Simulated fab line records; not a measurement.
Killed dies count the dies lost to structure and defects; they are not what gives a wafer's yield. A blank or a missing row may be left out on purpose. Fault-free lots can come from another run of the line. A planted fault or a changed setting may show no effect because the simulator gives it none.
Chamber matching || flow berkeley_cmos170 || rie_diel-02 running UCB170_PWELL_ETCH_14: 4 sister chambers
The step etches Si3N4 in CH3F/Ar/O2, stops on SiO2, target depth 242 nm, time 151 s. 4 wafers are shown with their chamber, then 9 later ones without.

## WAFERS PAIRED WITH THEIR CHAMBERS
{"wafer": "L756.4", "chamber": 2, "drypump_motor_current_A (A)": 6.6}
{"wafer": "L761.3", "chamber": 3, "drypump_motor_current_A (A)": 6.3}
{"wafer": "L767.4", "chamber": 1, "drypump_motor_current_A (A)": 5.6}
{"wafer": "L767.6", "chamber": 0, "drypump_motor_current_A (A)": 5.0}

## WAFERS WHOSE CHAMBER IS MISSING
{"wafer": "L770.2", "drypump_motor_current_A (A)": 6.3}
{"wafer": "L770.3", "drypump_motor_current_A (A)": 5.1}
{"wafer": "L770.5", "drypump_motor_current_A (A)": 6.3}
{"wafer": "L772.3", "drypump_motor_current_A (A)": 6.3}
{"wafer": "L772.4", "drypump_motor_current_A (A)": 5.5}
{"wafer": "L772.6", "drypump_motor_current_A (A)": 5.0}
{"wafer": "L774.1", "drypump_motor_current_A (A)": 5.6}
{"wafer": "L774.2", "drypump_motor_current_A (A)": 5.1}
{"wafer": "L774.6", "drypump_motor_current_A (A)": 5.1}

## EACH ONE'S CHAMBER
{"wafer": "L770.2", "from the rows above": 3, "in truth": 3}
{"wafer": "L770.3", "from the rows above": 0, "in truth": 0}
{"wafer": "L770.5", "from the rows above": 3, "in truth": 3}
{"wafer": "L772.3", "from the rows above": 3, "in truth": 3}
{"wafer": "L772.4", "from the rows above": 1, "in truth": 1}
{"wafer": "L772.6", "from the rows above": 0, "in truth": 0}
{"wafer": "L774.1", "from the rows above": 1, "in truth": 1}
{"wafer": "L774.2", "from the rows above": 0, "in truth": 0}
{"wafer": "L774.6", "from the rows above": 0, "in truth": 0}
9 of 9 placed correctly. Number that these rows cannot place: 0. Wrongly placed: 0.
How it was worked out, from the rows above alone: a wafer's distance from a chamber is the root of the sum, over the readings, of the square of ((its reading less the chamber's mean) divided by the reading's scatter). If the next closest chamber is less than 2 further off than the closest, the wafer can't be placed; otherwise it belongs to the closest. Each chamber's mean is taken over the wafers shown for it. The scatter (one wafer shown for each chamber): square how far every hidden wafer sits from the nearest shown wafer, average those squares and take the square root.
